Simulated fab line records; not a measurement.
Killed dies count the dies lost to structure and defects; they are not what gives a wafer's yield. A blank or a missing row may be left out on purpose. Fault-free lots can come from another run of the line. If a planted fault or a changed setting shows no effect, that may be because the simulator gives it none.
Matching of chambers    flow berkeley-cmos170    4 sister chambers for UCB170_GATE_ETCH_15 on rie-si-02
The step etches poly-Si in HBr/Cl2, stops on SiO2, time 56.3 s, target depth 278.2 nm. 4 wafers are shown with their chamber, then 7 later ones without.

== EACH WAFER AND ITS CHAMBER ==
wafer   chamber  throttle-valve-pct (%)
L496.3  3        26.37
L496.6  0        26.38
L498.3  1        26.23
L498.4  2        26.57

== WAFERS WITHOUT THEIR CHAMBER ==
wafer   throttle-valve-pct (%)
L498.6  26.23
L500.1  26.58
L500.2  26.22
L500.4  26.57
L502.2  26.23
L502.4  26.56
L502.6  26.23

== WHICH CHAMBER EACH ONE RAN IN ==
wafer   from the rows above  in truth
L498.6  1                    1
L500.1  2                    2
L500.2  1                    1
L500.4  2                    2
L502.2  1                    1
L502.4  2                    2
L502.6  1                    1
Placed correctly: 7 of 7. Not placeable from these rows: 0. Placed wrongly: 0.
How it was worked out, from the rows above alone: a wafer's distance from a chamber is the root of the sum, over the readings, of the square of ((its reading less the chamber's mean) divided by the reading's scatter). The wafer belongs to the nearest chamber; if the next one is less than 2 further off, it can't be placed. For every chamber, the mean is computed from those of its wafers that are shown. The scatter: root of mean squared gap, hidden wafer to nearest shown wafer, with one shown wafer a chamber.
